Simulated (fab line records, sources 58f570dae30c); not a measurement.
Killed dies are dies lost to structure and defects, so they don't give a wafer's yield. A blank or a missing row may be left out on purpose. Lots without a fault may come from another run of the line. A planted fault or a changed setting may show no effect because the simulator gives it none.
Which tool did it? | flow berkeley_cmos170 | 7 lots, 21 wafers sampled, at 2 steps of a route of 331

WHAT THE GAUGES READ, wafer by wafer
UCB170_NLDD_CD_MEAS_06: target cd 1200 nm.
lot  | measured     | on        | cd_nm (nm)
L737 | day 6 17:19  | cd_sem-01 | 1200.0 1199.3 1199.1
L739 | day 7 00:45  | cd_sem-01 | 1199.5 1201.9 1200.0
L744 | day 7 22:06  | cd_sem-02 | 1201.7 1202.2 1200.3
L746 | day 8 22:04  | cd_sem-02 | 1197.8 1198.4 1198.2
L752 | day 9 23:07  | cd_sem-01 | 1192.0 1191.8 1191.0
L754 | day 10 06:41 | cd_sem-01 | 1200.0 1198.1 1200.2
L756 | day 10 18:37 | cd_sem-02 | 1201.2 1200.9 1200.1

WHICH TOOL RAN EACH LOT (tool, then ch and the chambers of the sampled wafers, then the start)
lot  | UCB170_NLDD_COAT_01
L737 | litho_track-03 ch 0, day 6 16:37
L739 | litho_track-03 ch 0, day 6 23:13
L744 | litho_track-03 ch 0, day 7 21:15
L746 | litho_track-04 ch 0, day 8 21:15
L752 | litho_track-04 ch 0, day 9 22:01
L754 | litho_track-01 ch 0, day 10 05:52
L756 | litho_track-03 ch 0, day 10 16:41
- UCB170_NLDD_COAT_01: resist thk 900 nm.

THE ANSWER, worked out from the rows above alone
Rule: what is usual is taken from the lots themselves. Put in order of their means at a reading, lots are off if they are a third of the lots or fewer, leave a main group of 4 or more, and stand apart from it by a gap of 3 or more times the standard deviation of the main group's means; of several such gaps the widest counts. A main group whose means are all the same, to the digits that the tables above print for the reading, isn't used. A lot without any number at a reading at which 4 lots or more have one is off too. The other lots that the step has rows for count as sound.
Off: L752, at UCB170_NLDD_CD_MEAS_06 (cd_nm). The main group: mean 1199.9 nm, standard deviation 1.1.
A tool fits if, at a process step before that reading, it ran every lot that is off, and no sound lot after the first of them. The gauges at UCB170_NLDD_CD_MEAS_06 are tried like those tools. One fits: litho_track-04 at UCB170_NLDD_COAT_01. Its last sound lot is L746 (day 8 21:15), its first lot that is off L752 (day 9 22:01): a fault that began between those two fits.

WHAT THE SIMULATOR HAD PUT IN
Process parameter drift: litho_track-04, from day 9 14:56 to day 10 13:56, at UCB170_NLDD_COAT_01. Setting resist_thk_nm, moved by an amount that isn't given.
Lots struck among those shown: L752. The rule above found the same.
